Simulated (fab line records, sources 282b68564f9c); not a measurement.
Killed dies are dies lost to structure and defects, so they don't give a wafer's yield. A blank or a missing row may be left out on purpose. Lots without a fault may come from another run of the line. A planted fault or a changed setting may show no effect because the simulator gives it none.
Split-lot experiment | flow rit_cmos | 5 lots, 23 wafers read, on a route of 202 steps

THE SPLIT
At RIT_NLDD_IMPLANT_08, the setting energy_kev was moved away from the recipe's 20 on 4 of the 23 wafers read, by -4.2% to +3.6%. The other wafers ran this setting at the recipe's value.

The reading is taken at the split's own step.

THE READING
implant.drp_nm (the simulator's own value, which no gauge read), in nm, at RIT_NLDD_IMPLANT_08. The file gives no usual value for it.

wafer  | tool, chamber at the split | energy_kev as run | against the recipe | implant.drp_nm, nm | against lot-mates on the recipe
L074.1 | implanter-04, 0            | 20                | recipe             | 12.97              | -
L074.4 | implanter-04, 0            | 20                | recipe             | 12.97              | -
L074.6 | implanter-04, 0            | 20                | recipe             | 12.97              | -
L074.2 | implanter-04, 0            | 20.72             | +3.6%              | 13.25              | +0.28
L074.3 | implanter-04, 0            | 20.72             | +3.6%              | 13.25              | +0.28
L076.1 | implanter-04, 0            | 20                | recipe             | 12.97              | -
L076.3 | implanter-04, 0            | 20                | recipe             | 12.97              | -
L076.4 | implanter-04, 0            | 20                | recipe             | 12.97              | -
L076.5 | implanter-04, 0            | 20                | recipe             | 12.97              | -
L076.6 | implanter-04, 0            | 20                | recipe             | 12.97              | -
L077.1 | implanter-02, 0            | 20                | recipe             | 12.97              | -
L077.3 | implanter-02, 0            | 20                | recipe             | 12.97              | -
L077.4 | implanter-02, 0            | 20                | recipe             | 12.97              | -
L077.2 | implanter-02, 0            | 19.16             | -4.2%              | 12.64              | -0.33
L077.6 | implanter-02, 0            | 19.16             | -4.2%              | 12.64              | -0.33
L080.3 | implanter-01, 0            | 20                | recipe             | 12.97              | -
L080.5 | implanter-01, 0            | 20                | recipe             | 12.97              | -
L080.6 | implanter-01, 0            | 20                | recipe             | 12.97              | -
L082.1 | implanter-04, 0            | 20                | recipe             | 12.97              | -
L082.3 | implanter-04, 0            | 20                | recipe             | 12.97              | -
L082.4 | implanter-04, 0            | 20                | recipe             | 12.97              | -
L082.5 | implanter-04, 0            | 20                | recipe             | 12.97              | -
L082.6 | implanter-04, 0            | 20                | recipe             | 12.97              | -

THE FIT
A straight line over all 23 wafers: implant.drp_nm changes by +0.0782 nm for each +1% of energy_kev; r = +1.00; the points scatter about the line by 0.00061 nm.
The same after taking each lot's own level away (the mean of its wafers on the recipe; 23 wafers): +0.0782 nm for each +1%; r = +1.00; scatter 0.00061 nm.
On that fit, the largest move of energy_kev shifts the reading by 0.33 nm.
The lots' own levels span 12.970 to 12.970 nm.
So the lot-to-lot level changes the slope little: the two slopes agree.
Check: with one of the wafers moved furthest among these (-4.2%) left out of the fit, the line predicts -0.328 nm for it against its lot-mates. It came out at -0.33 nm against them.

OTHER SPLITS ON THESE WAFERS
These wafers also went through other splits before the reading. Each is held against what the fit with the lots' levels taken away leaves over:
other split on the same wafers   | wafers away from the commonest value | r with implant.drp_nm (lot level and that fit taken away)
RIT_ACTIVE_CVD_03 temp_c         | 15                                   | +0.17
RIT_ACTIVE_COAT_06 resist_thk_nm | 7                                    | -0.11
RIT_PWELL_SOFTBAKE_02 temp_c     | 10                                   | +0.42
RIT_PWELL_IMPLANT_08 energy_kev  | 12                                   | +0.13
RIT_PRETRO_COAT_01 resist_thk_nm | 7                                    | -0.04
RIT_PRETRO_HARDBAKE_07 temp_c    | 4                                    | +0.21
RIT_PRETRO_IMPLANT_08 energy_kev | 6                                    | -0.21

THE WHOLE CHAIN: every reading that the file lists as answering this split, in the file's order
step                | what it does | reading                                                         | change (the file's fit)                | r (the file's)
RIT_NLDD_IMPLANT_08 |              | implant.rp_nm (the simulator's own value, which no gauge read)  | +0.188 nm for each +1% of the setting  | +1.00
RIT_NLDD_IMPLANT_08 |              | implant.drp_nm (the simulator's own value, which no gauge read) | +0.0784 nm for each +1% of the setting | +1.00

THE FILE'S OWN FIT
implant.drp_nm changes by +0.0784 nm for each +1% of energy_kev, r = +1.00.
